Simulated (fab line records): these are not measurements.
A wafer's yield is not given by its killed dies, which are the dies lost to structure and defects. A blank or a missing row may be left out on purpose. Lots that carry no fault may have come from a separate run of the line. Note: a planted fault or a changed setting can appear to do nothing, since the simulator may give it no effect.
Tool commonality check || flow ritCmos || Sample size 14 lots and 42 wafers

== THE REASON FOR OPENING IT ==
2 of 14 lots carry a flag on the reading PWELL_TW at RIT_PWELL_TW_MEAS_10. No-fault wafers: 958, standard deviation 8.8.
Rule: a lot gets a flag if all its wafers with a number sit over 4 standard deviations from that mean, or if no wafer of it has a number. The rest of the lots are taken to be sound.

{"lot": "L920", "measured": "day 2 04:19", "on": "filmMetro-02", "PWELL_TW, wafer by wafer": "970 966 976", "flag": ""}
{"lot": "L921", "measured": "day 2 11:22", "on": "filmMetro-04", "PWELL_TW, wafer by wafer": "951 949 944", "flag": ""}
{"lot": "L922", "measured": "day 2 15:32", "on": "filmMetro-02", "PWELL_TW, wafer by wafer": "967 963 965", "flag": ""}
{"lot": "L923", "measured": "day 2 20:10", "on": "filmMetro-01", "PWELL_TW, wafer by wafer": "964 960 961", "flag": ""}
{"lot": "L924", "measured": "day 3 00:42", "on": "filmMetro-02", "PWELL_TW, wafer by wafer": "968 973 967", "flag": ""}
{"lot": "L925", "measured": "day 3 05:04", "on": "filmMetro-01", "PWELL_TW, wafer by wafer": "947 953 953", "flag": ""}
{"lot": "L926", "measured": "day 3 16:01", "on": "filmMetro-01", "PWELL_TW, wafer by wafer": "947 953 951", "flag": ""}
{"lot": "L927", "measured": "day 3 20:12", "on": "filmMetro-04", "PWELL_TW, wafer by wafer": "947 950 947", "flag": ""}
{"lot": "L928", "measured": "day 4 01:13", "on": "filmMetro-02", "PWELL_TW, wafer by wafer": "970 967 961", "flag": ""}
{"lot": "L929", "measured": "day 4 07:08", "on": "filmMetro-04", "PWELL_TW, wafer by wafer": "952 949 947", "flag": ""}
{"lot": "L930", "measured": "day 4 09:24", "on": "filmMetro-02", "PWELL_TW, wafer by wafer": "1191 1195 1188", "flag": "FLAGGED"}
{"lot": "L932", "measured": "day 4 21:16", "on": "filmMetro-02", "PWELL_TW, wafer by wafer": "1186 1192 1192", "flag": "FLAGGED"}
{"lot": "L940", "measured": "day 6 10:23", "on": "filmMetro-02", "PWELL_TW, wafer by wafer": "959 959 963", "flag": ""}
{"lot": "L941", "measured": "day 6 15:15", "on": "filmMetro-04", "PWELL_TW, wafer by wafer": "945 952 947", "flag": ""}
The numbers of the flagged lots are 1191 on average: +233 against the usual, or +26 standard deviations.

== WHICH TOOL RAN EACH LOT ==
2 process steps preceding the reading are held in the record, out of 202 steps in the route. In each cell: the tool, then ch and the chambers that the sampled wafers went through, then the start.
{"lot": "L920", "flag": "", "RIT_NWELL_STRIP_09": "plasmaAsher-01 ch 0,1, day 2 02:32", "RIT_PWELL_IMPLANT_08": "implanter-03 ch 0, day 2 03:59"}
{"lot": "L921", "flag": "", "RIT_NWELL_STRIP_09": "plasmaAsher-01 ch 0,1, day 2 09:31", "RIT_PWELL_IMPLANT_08": "implanter-01 ch 0, day 2 11:04"}
{"lot": "L922", "flag": "", "RIT_NWELL_STRIP_09": "plasmaAsher-02 ch 0,1, day 2 13:34", "RIT_PWELL_IMPLANT_08": "implanter-02 ch 0, day 2 15:12"}
{"lot": "L923", "flag": "", "RIT_NWELL_STRIP_09": "plasmaAsher-01 ch 0,1, day 2 18:18", "RIT_PWELL_IMPLANT_08": "implanter-03 ch 0, day 2 19:50"}
{"lot": "L924", "flag": "", "RIT_NWELL_STRIP_09": "plasmaAsher-01 ch 0,1, day 2 22:51", "RIT_PWELL_IMPLANT_08": "implanter-03 ch 0, day 3 00:23"}
{"lot": "L925", "flag": "", "RIT_NWELL_STRIP_09": "plasmaAsher-04 ch 0,1, day 3 03:20", "RIT_PWELL_IMPLANT_08": "implanter-03 ch 0, day 3 04:44"}
{"lot": "L926", "flag": "", "RIT_NWELL_STRIP_09": "plasmaAsher-02 ch 0,1, day 3 14:10", "RIT_PWELL_IMPLANT_08": "implanter-01 ch 0, day 3 15:43"}
{"lot": "L927", "flag": "", "RIT_NWELL_STRIP_09": "plasmaAsher-04 ch 0,1, day 3 18:28", "RIT_PWELL_IMPLANT_08": "implanter-03 ch 0, day 3 19:52"}
{"lot": "L928", "flag": "", "RIT_NWELL_STRIP_09": "plasmaAsher-02 ch 0,1, day 3 23:18", "RIT_PWELL_IMPLANT_08": "implanter-01 ch 0, day 4 00:53"}
{"lot": "L929", "flag": "", "RIT_NWELL_STRIP_09": "plasmaAsher-04 ch 0,1, day 4 05:20", "RIT_PWELL_IMPLANT_08": "implanter-01 ch 0, day 4 06:50"}
{"lot": "L930", "flag": "FLAGGED", "RIT_NWELL_STRIP_09": "plasmaAsher-02 ch 0,1, day 4 07:35", "RIT_PWELL_IMPLANT_08": "implanter-01 ch 0, day 4 09:07"}
{"lot": "L932", "flag": "FLAGGED", "RIT_NWELL_STRIP_09": "plasmaAsher-01 ch 0,1, day 4 19:32", "RIT_PWELL_IMPLANT_08": "implanter-01 ch 0, day 4 20:57"}
{"lot": "L940", "flag": "", "RIT_NWELL_STRIP_09": "plasmaAsher-01 ch 0,1, day 6 08:32", "RIT_PWELL_IMPLANT_08": "implanter-03 ch 0, day 6 10:05"}
{"lot": "L941", "flag": "", "RIT_NWELL_STRIP_09": "plasmaAsher-04 ch 0,1, day 6 13:23", "RIT_PWELL_IMPLANT_08": "implanter-02 ch 0, day 6 14:56"}
These steps, and what they do:
- RIT_NWELL_STRIP_09: strips in O2, time 180 s.
- RIT_PWELL_IMPLANT_08
- RIT_PWELL_TW_MEAS_10

== FLAGGED AGAINST TOTAL, ONE TOOL AT A TIME (gauges that did the reading follow at the end) ==
{"step": "RIT_NWELL_STRIP_09", "tool": "plasmaAsher-01", "lots run": 6, "flagged": 1, "share of the flagged lots": "some", "sound lots run after its first flagged lot": "1 (L940)"}
{"step": "RIT_NWELL_STRIP_09", "tool": "plasmaAsher-02", "lots run": 4, "flagged": 1, "share of the flagged lots": "some", "sound lots run after its first flagged lot": 0}
{"step": "RIT_NWELL_STRIP_09", "tool": "plasmaAsher-04", "lots run": 4, "flagged": 0, "share of the flagged lots": "none", "sound lots run after its first flagged lot": "-"}
{"step": "RIT_PWELL_IMPLANT_08", "tool": "implanter-01", "lots run": 6, "flagged": 2, "share of the flagged lots": "all", "sound lots run after its first flagged lot": 0}
{"step": "RIT_PWELL_IMPLANT_08", "tool": "implanter-02", "lots run": 2, "flagged": 0, "share of the flagged lots": "none", "sound lots run after its first flagged lot": "-"}
{"step": "RIT_PWELL_IMPLANT_08", "tool": "implanter-03", "lots run": 6, "flagged": 0, "share of the flagged lots": "none", "sound lots run after its first flagged lot": "-"}
{"step": "RIT_PWELL_TW_MEAS_10", "tool": "filmMetro-01", "lots run": 3, "flagged": 0, "share of the flagged lots": "none", "sound lots run after its first flagged lot": "-"}
{"step": "RIT_PWELL_TW_MEAS_10", "tool": "filmMetro-02", "lots run": 7, "flagged": 2, "share of the flagged lots": "all", "sound lots run after its first flagged lot": "1 (L940)"}
{"step": "RIT_PWELL_TW_MEAS_10", "tool": "filmMetro-04", "lots run": 4, "flagged": 0, "share of the flagged lots": "none", "sound lots run after its first flagged lot": "-"}

== WHAT IS ALLOWED BY THE TABLE ==
implanter-01 at RIT_PWELL_IMPLANT_08 and filmMetro-02 at RIT_PWELL_TW_MEAS_10 are the 2 rows of the table that ran each flagged lot.
- implanter-01 at RIT_PWELL_IMPLANT_08: 2 of its 6 lots flagged. Its last sound lot is L929 (day 4 06:50), its first flagged lot L930 (day 4 09:07): a fault that began between those two fits. Its own readings (doseIonsCm2, faradayCurrentUA) fall more than 4 standard deviations out on all wafers of the flagged lots.
- filmMetro-02 at RIT_PWELL_TW_MEAS_10: 2 of its 7 lots flagged. After the first flagged lot (L940), sound lots still ran on it; a lasting fault on the whole tool would not permit that.
Just one tool remains: implanter-01 at RIT_PWELL_IMPLANT_08.

== WHAT THE SIMULATOR HAD PUT IN ==
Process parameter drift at RIT_PWELL_IMPLANT_08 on implanter-01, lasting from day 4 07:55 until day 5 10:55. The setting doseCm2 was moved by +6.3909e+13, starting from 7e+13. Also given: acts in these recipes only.
Lots struck among those shown: L930, L932. The same result came from the rule above.
